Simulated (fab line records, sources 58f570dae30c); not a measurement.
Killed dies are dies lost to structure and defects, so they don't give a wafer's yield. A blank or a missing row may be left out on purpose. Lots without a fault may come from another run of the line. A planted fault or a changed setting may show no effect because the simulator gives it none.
Which tool did it? | flow berkeley_cmos170 | 14 lots, 42 wafers sampled, at 5 steps of a route of 331

WHAT THE GAUGES READ, wafer by wafer
UCB170_NWELL_THK_MEAS_02.
lot  | measured    | on            | NWELL_OXIDE_THK (nm)
L847 | day 2 00:16 | film_metro-03 | 26.3 26.6 26.2
L849 | day 2 08:56 | film_metro-02 | 27.9 27.6 27.5
L851 | day 2 17:43 | film_metro-01 | 27.3 27.2 27.4
L852 | day 2 21:58 | film_metro-01 | 25.6 25.7 25.4
L854 | day 3 09:55 | film_metro-02 | 27.0 26.4 26.4
L855 | day 3 14:46 | film_metro-03 | 26.5 26.5 26.4
L857 | day 4 03:10 | film_metro-02 | 26.0 26.1 25.9
L858 | day 4 09:26 | film_metro-01 | 26.2 26.5 26.4
L859 | day 4 15:26 | film_metro-02 | 27.1 27.4 26.7
L860 | day 4 20:52 | film_metro-01 | 26.1 25.7 26.3
L867 | day 6 08:13 | film_metro-01 | 29.9 29.9 30.2
L868 | day 6 12:26 | film_metro-01 | 29.1 29.2 29.6
L869 | day 6 14:10 | film_metro-02 | 26.1 25.9 26.0
L870 | day 6 14:10 | film_metro-01 | 26.2 26.3 26.0

UCB170_PWELL_THK_MEAS_03.
lot  | measured    | on            | PWELL_OXIDE_THK (nm)
L847 | day 2 14:53 | film_metro-03 | 26.9 26.4 26.3
L849 | day 3 00:59 | film_metro-03 | 25.9 26.3 26.0
L851 | day 3 15:13 | film_metro-02 | 26.9 27.2 26.6
L852 | day 3 15:13 | film_metro-03 | 27.0 26.7 27.4
L854 | day 4 00:19 | film_metro-03 | 26.2 26.4 26.4
L855 | day 4 09:37 | film_metro-02 | 26.2 26.2 26.2
L857 | day 4 23:05 | film_metro-04 | 26.3 25.6 25.7
L858 | day 5 04:19 | film_metro-02 | 26.5 26.7 26.6
L859 | day 5 15:53 | film_metro-03 | 26.0 26.0 26.0
L860 | day 5 15:54 | film_metro-04 | 27.2 27.3 26.7
L867 | day 7 06:49 | film_metro-04 | 26.5 25.7 26.1
L868 | day 7 06:50 | film_metro-02 | 26.9 27.0 26.9
L869 | day 7 06:49 | film_metro-03 | 26.8 26.5 26.4
L870 | day 7 06:52 | film_metro-04 | 26.4 26.5 26.3

UCB170_ACTIVE_CD_MEAS_13: target cd 1200 nm.
lot  | measured    | on        | cd_nm (nm)
L847 | day 4 00:42 | cd_sem-01 | 1200.4 1198.9 1198.0
L849 | day 4 14:05 | cd_sem-01 | 1199.0 1198.6 1198.9
L851 | day 5 03:18 | cd_sem-01 | 1199.7 1199.5 1198.8
L852 | day 5 03:31 | cd_sem-01 | 1199.8 1200.0 1201.5
L854 | day 5 18:12 | cd_sem-02 | 1200.8 1200.0 1200.3
L855 | day 6 02:22 | cd_sem-01 | 1199.6 1199.9 1198.0
L857 | day 6 16:31 | cd_sem-01 | 1200.1 1201.7 1201.7
L858 | day 6 16:37 | cd_sem-02 | 1199.8 1199.9 1198.6
L859 | day 6 21:30 | cd_sem-01 | 1198.6 1200.5 1198.8
L860 | day 6 21:25 | cd_sem-02 | 1200.2 1200.4 1200.7
L867 | day 8 13:58 | cd_sem-02 | 1201.2 1201.7 1199.6
L868 | day 8 19:52 | cd_sem-01 | 1203.1 1203.1 1202.0
L869 | day 8 20:07 | cd_sem-01 | 1200.6 1200.2 1199.8
L870 | day 8 20:23 | cd_sem-01 | 1201.5 1200.4 1200.5

UCB170_ACTIVE_CD_MEAS_90: target cd 1200 nm.
lot  | measured    | on        | cd_nm (nm)
L847 | day 4 01:04 | cd_sem-01 | 1200.5 1198.6 1197.7
L849 | day 4 14:27 | cd_sem-01 | 1199.1 1198.1 1198.5
L851 | day 5 03:42 | cd_sem-02 | 1199.7 1199.6 1198.9
L852 | day 5 03:52 | cd_sem-02 | 1199.6 1199.6 1201.5
L854 | day 5 18:34 | cd_sem-02 | 1200.7 1200.5 1200.4
L855 | day 6 02:43 | cd_sem-02 | 1199.4 1200.0 1197.9
L857 | day 6 16:52 | cd_sem-01 | 1200.6 1201.5 1201.4
L858 | day 6 16:59 | cd_sem-02 | 1199.7 1199.6 1198.9
L859 | day 6 21:52 | cd_sem-02 | 1198.7 1200.0 1198.7
L860 | day 6 21:47 | cd_sem-02 | 1200.7 1200.5 1200.2
L867 | day 8 14:20 | cd_sem-01 | 1200.9 1201.8 1200.0
L868 | day 8 20:16 | cd_sem-01 | 1203.1 1203.2 1202.3
L869 | day 8 20:31 | cd_sem-01 | 1200.3 1200.5 1199.7
L870 | day 8 20:51 | cd_sem-01 | 1201.8 1200.0 1201.0

WHICH TOOL RAN EACH LOT (tool, then ch and the chambers of the sampled wafers, then the start)
lot  | UCB170_NWELL_OXIDATION_01
L847 | furnace-01 ch 0, day 1 22:54
L849 | furnace-04 ch 0, day 2 07:35
L851 | furnace-01 ch 0, day 2 16:22
L852 | furnace-03 ch 0, day 2 20:37
L854 | furnace-04 ch 0, day 3 08:34
L855 | furnace-03 ch 0, day 3 13:25
L857 | furnace-03 ch 0, day 4 01:48
L858 | furnace-04 ch 0, day 4 08:04
L859 | furnace-03 ch 0, day 4 14:05
L860 | furnace-04 ch 0, day 4 19:30
L867 | furnace-03 ch 0, day 6 06:52
L868 | furnace-03 ch 0, day 6 11:04
L869 | furnace-01 ch 0, day 6 12:49
L870 | furnace-01 ch 0, day 6 12:49
- UCB170_NWELL_OXIDATION_01: target thk 26.4 nm, ox time 1260 s.

WHAT THE TOOLS THEMSELVES READ (means of the sampled wafers that have a number; where no wafer has one, the mark that the record gives instead)
The record holds no such reading with a usual standard deviation.

THE ANSWER, worked out from the rows above alone
Rule: what is usual is taken from the lots themselves. Put in order of their means at a reading, lots are off if they are a third of the lots or fewer, leave a main group of 4 or more, and stand apart from it by a gap of 3 or more times the standard deviation of the main group's means; of several such gaps the widest counts. A main group whose means are all the same, to the digits that the tables above print for the reading, isn't used. A lot without any number at a reading at which 4 lots or more have one is off too. The other lots that the step has rows for count as sound. The gauges are gone through in route order, then the tools' own readings, and for those a lot's mean is taken as printed above. The first step at which some lot is off is used, and at that step the reading that is off furthest; a lot without a number counts as furthest.
No lot is off at any reading shown: from this, nothing can be told.

WHAT THE SIMULATOR HAD PUT IN
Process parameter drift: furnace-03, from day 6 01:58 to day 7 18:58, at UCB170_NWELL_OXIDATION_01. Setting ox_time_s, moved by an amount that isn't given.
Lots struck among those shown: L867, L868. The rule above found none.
